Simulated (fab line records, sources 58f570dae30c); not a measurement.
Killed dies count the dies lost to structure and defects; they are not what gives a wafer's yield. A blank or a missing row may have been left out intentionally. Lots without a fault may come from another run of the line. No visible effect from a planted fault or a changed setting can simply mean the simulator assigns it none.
The tool behind it: which one? || flow berkeley-cmos170 || Sampling: 13 lots, 39 wafers, 2 of 331 route steps

## WHAT THE GAUGES SHOWED, per wafer
The record holds no reading of a measuring or inspecting step that can be judged against a usual standard deviation.

## TOOL THAT RAN EACH LOT (tool first, then ch and the chambers of the sampled wafers, then the start)
{"lot": "L982", "UCB170_NWELL_ETCH_13": "rie-diel-03 ch 0,2, day 2 05:38", "UCB170_NWELL_STRIP_15": "plasma-asher-04 ch 0,1, day 2 05:53"}
{"lot": "L984", "UCB170_NWELL_ETCH_13": "rie-diel-01 ch 0,1,3, day 2 16:23", "UCB170_NWELL_STRIP_15": "plasma-asher-04 ch 0, day 2 16:38"}
{"lot": "L986", "UCB170_NWELL_ETCH_13": "rie-diel-01 ch 0,1, day 3 00:37", "UCB170_NWELL_STRIP_15": "plasma-asher-04 ch 0,1, day 3 00:52"}
{"lot": "L985", "UCB170_NWELL_ETCH_13": "rie-diel-03 ch 1,2, day 3 00:53", "UCB170_NWELL_STRIP_15": "plasma-asher-03 ch 0,1, day 3 01:08"}
{"lot": "L987", "UCB170_NWELL_ETCH_13": "rie-diel-02 ch 0,1,3, day 3 06:32", "UCB170_NWELL_STRIP_15": "plasma-asher-02 ch 0,1, day 3 06:47"}
{"lot": "L990", "UCB170_NWELL_ETCH_13": "rie-diel-03 ch 1,2,3, day 4 05:22", "UCB170_NWELL_STRIP_15": "plasma-asher-03 ch 0,1, day 4 05:37"}
{"lot": "L994", "UCB170_NWELL_ETCH_13": "rie-diel-03 ch 0,2,3, day 4 22:52", "UCB170_NWELL_STRIP_15": "plasma-asher-04 ch 0,1, day 4 23:10"}
{"lot": "L998", "UCB170_NWELL_ETCH_13": "rie-diel-02 ch 0,2,3, day 5 13:19", "UCB170_NWELL_STRIP_15": "plasma-asher-03 ch 0,1, day 5 13:36"}
{"lot": "L999", "UCB170_NWELL_ETCH_13": "rie-diel-02 ch 0,1,3, day 5 19:11", "UCB170_NWELL_STRIP_15": "plasma-asher-03 ch 0,1, day 5 19:26"}
{"lot": "L100", "UCB170_NWELL_ETCH_13": "rie-diel-01 ch 0,1,3, day 5 22:07", "UCB170_NWELL_STRIP_15": "plasma-asher-04 ch 0,1, day 5 22:23"}
{"lot": "L102", "UCB170_NWELL_ETCH_13": "rie-diel-01 ch 1,2,3, day 6 12:20", "UCB170_NWELL_STRIP_15": "plasma-asher-04 ch 0,1, day 6 12:37"}
{"lot": "L103", "UCB170_NWELL_ETCH_13": "rie-diel-02 ch 1,2,3, day 6 12:26", "UCB170_NWELL_STRIP_15": "plasma-asher-02 ch 0,1, day 6 12:41"}
{"lot": "L104", "UCB170_NWELL_ETCH_13": "rie-diel-01 ch 0,1,3, day 6 22:50", "UCB170_NWELL_STRIP_15": "plasma-asher-03 ch 0,1, day 6 23:07"}
- UCB170_NWELL_ETCH_13: etches Si3N4 in CH3F/Ar/O2, stops on SiO2, target depth 246.4 nm, time 154 s.
- UCB170_NWELL_STRIP_15: strips in O2.

## AS READ BY THE TOOLS THEMSELVES (means over the sampled wafers that have a number; for cases with no such wafer, the mark the record gives instead)
UCB170_NWELL_ETCH_13.
{"lot": "L982", "tool": "rie-diel-03", "drypump-motor-current-A (A)": 5.6, "oes-product-au (a.u.)": 0.955, "rf-fwd-power-W (W)": 447.7, "throttle-valve-pct (%)": 8.02}
{"lot": "L984", "tool": "rie-diel-01", "drypump-motor-current-A (A)": 6.1, "oes-product-au (a.u.)": 0.945, "rf-fwd-power-W (W)": 448.6, "throttle-valve-pct (%)": 8.04}
{"lot": "L986", "tool": "rie-diel-01", "drypump-motor-current-A (A)": 5.8, "oes-product-au (a.u.)": 0.955, "rf-fwd-power-W (W)": 448.7, "throttle-valve-pct (%)": 7.93}
{"lot": "L985", "tool": "rie-diel-03", "drypump-motor-current-A (A)": 5.6, "oes-product-au (a.u.)": 0.951, "rf-fwd-power-W (W)": 448.2, "throttle-valve-pct (%)": 8.03}
{"lot": "L987", "tool": "rie-diel-02", "drypump-motor-current-A (A)": 6.0, "oes-product-au (a.u.)": 0.941, "rf-fwd-power-W (W)": 449.5, "throttle-valve-pct (%)": 7.97}
{"lot": "L990", "tool": "rie-diel-03", "drypump-motor-current-A (A)": 5.7, "oes-product-au (a.u.)": 0.958, "rf-fwd-power-W (W)": 447.8, "throttle-valve-pct (%)": 8.06}
{"lot": "L994", "tool": "rie-diel-03", "drypump-motor-current-A (A)": 5.8, "oes-product-au (a.u.)": 0.955, "rf-fwd-power-W (W)": 471.8, "throttle-valve-pct (%)": 8.06}
{"lot": "L998", "tool": "rie-diel-02", "drypump-motor-current-A (A)": 5.9, "oes-product-au (a.u.)": 0.930, "rf-fwd-power-W (W)": 447.1, "throttle-valve-pct (%)": 8.03}
{"lot": "L999", "tool": "rie-diel-02", "drypump-motor-current-A (A)": 6.0, "oes-product-au (a.u.)": 0.953, "rf-fwd-power-W (W)": 448.5, "throttle-valve-pct (%)": 7.96}
{"lot": "L100", "tool": "rie-diel-01", "drypump-motor-current-A (A)": 6.1, "oes-product-au (a.u.)": 0.933, "rf-fwd-power-W (W)": 448.1, "throttle-valve-pct (%)": 8.03}
{"lot": "L102", "tool": "rie-diel-01", "drypump-motor-current-A (A)": 6.0, "oes-product-au (a.u.)": 0.949, "rf-fwd-power-W (W)": 447.0, "throttle-valve-pct (%)": 7.94}
{"lot": "L103", "tool": "rie-diel-02", "drypump-motor-current-A (A)": 5.9, "oes-product-au (a.u.)": 0.922, "rf-fwd-power-W (W)": 447.1, "throttle-valve-pct (%)": 8.05}
{"lot": "L104", "tool": "rie-diel-01", "drypump-motor-current-A (A)": 6.1, "oes-product-au (a.u.)": 0.938, "rf-fwd-power-W (W)": 447.6, "throttle-valve-pct (%)": 8.03}

UCB170_NWELL_STRIP_15.
{"lot": "L982", "tool": "plasma-asher-04", "drypump-motor-current-A (A)": 6.2, "oes-product-au (a.u.)": 0.726, "strip-time-to-endpoint-s (s)": 18.09}
{"lot": "L984", "tool": "plasma-asher-04", "drypump-motor-current-A (A)": 6.2, "oes-product-au (a.u.)": 0.719, "strip-time-to-endpoint-s (s)": 17.97}
{"lot": "L986", "tool": "plasma-asher-04", "drypump-motor-current-A (A)": 6.1, "oes-product-au (a.u.)": 0.722, "strip-time-to-endpoint-s (s)": 18.16}
{"lot": "L985", "tool": "plasma-asher-03", "drypump-motor-current-A (A)": 5.2, "oes-product-au (a.u.)": 0.716, "strip-time-to-endpoint-s (s)": 18.07}
{"lot": "L987", "tool": "plasma-asher-02", "drypump-motor-current-A (A)": 6.0, "oes-product-au (a.u.)": 0.724, "strip-time-to-endpoint-s (s)": 18.04}
{"lot": "L990", "tool": "plasma-asher-03", "drypump-motor-current-A (A)": 5.3, "oes-product-au (a.u.)": 0.725, "strip-time-to-endpoint-s (s)": 17.95}
{"lot": "L994", "tool": "plasma-asher-04", "drypump-motor-current-A (A)": 6.1, "oes-product-au (a.u.)": 0.722, "strip-time-to-endpoint-s (s)": 17.99}
{"lot": "L998", "tool": "plasma-asher-03", "drypump-motor-current-A (A)": 5.3, "oes-product-au (a.u.)": 0.721, "strip-time-to-endpoint-s (s)": 18.06}
{"lot": "L999", "tool": "plasma-asher-03", "drypump-motor-current-A (A)": 5.3, "oes-product-au (a.u.)": 0.719, "strip-time-to-endpoint-s (s)": 18.09}
{"lot": "L100", "tool": "plasma-asher-04", "drypump-motor-current-A (A)": 6.0, "oes-product-au (a.u.)": 0.720, "strip-time-to-endpoint-s (s)": 17.95}
{"lot": "L102", "tool": "plasma-asher-04", "drypump-motor-current-A (A)": 6.1, "oes-product-au (a.u.)": 0.721, "strip-time-to-endpoint-s (s)": 17.97}
{"lot": "L103", "tool": "plasma-asher-02", "drypump-motor-current-A (A)": 6.0, "oes-product-au (a.u.)": 0.723, "strip-time-to-endpoint-s (s)": 18.05}
{"lot": "L104", "tool": "plasma-asher-03", "drypump-motor-current-A (A)": 5.3, "oes-product-au (a.u.)": 0.722, "strip-time-to-endpoint-s (s)": 18.12}

## THE ANSWER, worked out from the rows above alone
Rule: what is usual is taken from the lots themselves. Put in order of their means at a reading, lots are off if they are a third of the lots or fewer, leave a main group of 4 or more, and stand apart from it by a gap of 3 or more times the standard deviation of the main group's means; of several such gaps the widest counts. If all means in a main group match to the digits the tables above print for the reading, that group is not used. Also off: a lot with no number at a reading for which 4 or more lots have one. Where the step has rows for the other lots, those lots are counted as sound. Order of review: gauges by route order, followed by the tools' own readings, for which a lot's mean as printed above is used. At the first step where some lot is off, the reading lying furthest off is the one used; lots without a number count as furthest.
Off at UCB170_NWELL_ETCH_13 (rf-fwd-power-W): L994. Mean 448.0 W and standard deviation 0.73 in the main group.
If a tool, at that step or one of the process steps before it, ran each lot that is off and ran no sound lot following the first of them, it fits. One candidate fits, namely rie-diel-03 at UCB170_NWELL_ETCH_13. A fault onset in the window from L990 (day 4 05:22, its last sound lot) to L994 (day 4 22:52, its first lot off) fits.
On the lots that are off, the tool's own readings at UCB170_NWELL_ETCH_13 differ by more than 5 times the standard deviation of the sound lots' means, which bears it out; rf-fwd-power-W reads 471.8 W there versus 448.0 W on the sound lots.

## WHAT HAD BEEN PUT IN BY THE SIMULATOR
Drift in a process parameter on rie-diel-03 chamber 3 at UCB170_NWELL_ETCH_13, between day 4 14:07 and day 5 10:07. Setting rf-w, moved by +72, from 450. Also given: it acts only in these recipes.
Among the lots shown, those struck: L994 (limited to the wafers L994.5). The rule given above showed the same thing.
